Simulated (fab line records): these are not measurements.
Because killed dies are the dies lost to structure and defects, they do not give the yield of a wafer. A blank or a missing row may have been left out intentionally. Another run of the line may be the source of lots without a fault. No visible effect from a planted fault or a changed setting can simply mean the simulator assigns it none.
Struck lot and sound lot, side by side    flow berkeleyCmos170    14 out of 331 route steps
Sound: these wafers, L560.3, L560.4, L560.6. Wafers L551.1, L551.2, L551.4 were the ones struck. At the end, the cause is stated.
Order at every step that has rows: each side's tool, ch and its chambers, its first start. Under that, the readings that differ: sound wafers    struck wafers    difference of the means    sigmas: that difference in standard deviations of wafers without a fault.
alike: same words and numbers on both sides, and readings whose means sit less than 2 such deviations apart. not compared: any withheld reading, any reading some wafer has no value for, any bound like >300 that may hide the same value, and any number with overlapping values for which the record gives no deviation.
The two part at a step that has a row with sigmas, a row that says differs or no value, or rows on one side only. Non-overlapping numbers with no deviation appear without sigmas and do not part them. A reading missing from all wafers of one side parts the sides only when that side holds two or more wafers.

UCB170_M2_CD_MEAS_90: the cd target is 700 nm.
  sound: cdSem-02 at day 11 17:53; struck: cdSem-02 at day 9 21:52
  alike: cdNm
UCB170_V2_CVD_00: deposits SiO2 from TEOS/O2, target thk 2000 nm, time 250 s.
  sound on pecvd-04 ch 0,1,2, day 11 17:58; struck on pecvd-01 ch 0,1, day 9 21:59
  alike: heaterPowerW
UCB170_V2_THK_MEAS_01:
  sound: filmMetro-01 at day 11 18:08; struck: filmMetro-03 at day 9 22:08
  alike: V2_TEOS_THK
UCB170_V2_CMP_02: polishes SiO2.
  sound on cmp-02 ch 1,2, day 11 18:15; struck on cmp-02 ch 0,1,2, day 9 22:12
  alike: motorCurrentA
UCB170_V2_BOW_MEAS_03:
  sound: filmMetro-03 at day 11 18:32; struck: filmMetro-04 at day 9 22:30
  alike: V2_BOW
UCB170_V2_THK_MEAS_04:
  sound: filmMetro-03 at day 11 18:38; struck: filmMetro-04 at day 9 22:37
  alike: V2_POLISHED_THK
then, 6 steps without rows for these wafers: UCB170_V2_CLEAN_05 (cleans in DIW); UCB170_V2_HMDS_06 (prime time 60 s); UCB170_V2_COAT_07 (resist thk 900 nm); UCB170_V2_SOFTBAKE_08 (time 60 s); UCB170_V2_EXPOSE_09 (exposes mask VIA2, target cd 700 nm); UCB170_V2_PEB_10.
UCB170_V2_DEVELOP_11: develop time 45 s.
  struck on lithoTrack-03, day 9 23:00; sound on lithoTrack-03 ch 0, day 11 19:00
  no value came back on the struck wafers for chillPlateTempC (C), developTimeS (s); on the sound wafers chillPlateTempC (C) reads 23.05 23.02 23.14
reading                             sound              struck             difference  sigmas
model.KrF_of_V2_COAT_07.thkNm (nm)  884.3 887.8 885.4  903.9 901.2 899.2  +15.6       
UCB170_V2_CD_MEAS_12: the cd target is 700 nm.
  sound: cdSem-01 at day 11 19:56; struck: cdSem-01 at day 9 23:49
reading    sound              struck  difference                     sigmas
cdNm (nm)  700.9 699.8 699.3  - - -   no value on the struck wafers  

## WHERE THEY PART
Earliest at UCB170_V2_DEVELOP_11; latest, in this record, at UCB170_V2_CD_MEAS_12.

WHY: whatever the simulator had introduced
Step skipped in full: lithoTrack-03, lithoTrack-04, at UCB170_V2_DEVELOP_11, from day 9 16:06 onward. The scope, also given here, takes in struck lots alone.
